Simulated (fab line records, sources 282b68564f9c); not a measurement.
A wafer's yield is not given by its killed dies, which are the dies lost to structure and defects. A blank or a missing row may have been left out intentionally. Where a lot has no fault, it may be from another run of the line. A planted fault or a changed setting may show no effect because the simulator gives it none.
Lot-split experiment	flow ritCmos	23 wafers read from 5 lots, route of 202 steps

## SPLIT DETAILS
At RIT_GATE_OXIDATION_05 (target thk 3 nm, ox time 270 s), the setting oxTimeS was moved away from the recipe's 270 s on 10 of the 23 wafers read, by +4.8% to +6.4%. All remaining wafers had this setting at the recipe value.

The split's own step is where the reading is taken.

## THE READING
SiO2_of_GATE_OXIDATION_05.thkNm (the simulator's own value, which no gauge read), in nm, at RIT_GATE_OXIDATION_05 (target thk 3 nm, ox time 270 s). The file does not state a usual value for it. The 13 wafers here that ran the recipe average 3.002 nm, standard deviation 0.04 nm.

wafer	tool, chamber at the split	oxTimeS as run, s	against the recipe	SiO2_of_GATE_OXIDATION_05.thkNm, nm	against lot-mates on the recipe
L074.1	furnace-04, 0	270	recipe	3.059	-
L074.4	furnace-04, 0	270	recipe	3.051	-
L074.5	furnace-04, 0	270	recipe	3.063	-
L076.1	-, -	282.9	+4.8%	3.163	no lot-mate on the recipe
L076.2	-, -	282.9	+4.8%	3.144	no lot-mate on the recipe
L076.6	-, -	282.9	+4.8%	3.144	no lot-mate on the recipe
L076.4	-, -	282.9	+4.8%	3.122	no lot-mate on the recipe
L076.5	-, -	282.9	+4.8%	3.155	no lot-mate on the recipe
L077.1	-, -	287.2	+6.4%	3.181	no lot-mate on the recipe
L077.2	-, -	287.2	+6.4%	3.228	no lot-mate on the recipe
L077.3	-, -	287.2	+6.4%	3.19	no lot-mate on the recipe
L077.4	-, -	287.2	+6.4%	3.221	no lot-mate on the recipe
L077.5	-, -	287.2	+6.4%	3.158	no lot-mate on the recipe
L079.1	-, -	270	recipe	3.001	-
L079.3	-, -	270	recipe	3.005	-
L079.4	-, -	270	recipe	3.005	-
L079.5	-, -	270	recipe	3.04	-
L079.6	-, -	270	recipe	2.972	-
L083.1	-, -	270	recipe	2.959	-
L083.2	-, -	270	recipe	2.967	-
L083.3	-, -	270	recipe	2.97	-
L083.4	-, -	270	recipe	3.004	-
L083.5	-, -	270	recipe	2.932	-

THE FIT
A straight line over all 23 wafers: SiO2_of_GATE_OXIDATION_05.thkNm changes by +0.0303 nm for each +1% of oxTimeS; r = +0.93; the points scatter about the line by 0.035 nm.
Too few moved wafers have a lot-mate on the recipe to fit a line with each lot's own level taken away.

## THE FILE'S OWN FIT
SiO2_of_GATE_OXIDATION_05.thkNm changes by +0.0303 nm for each +1% of oxTimeS, r = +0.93.
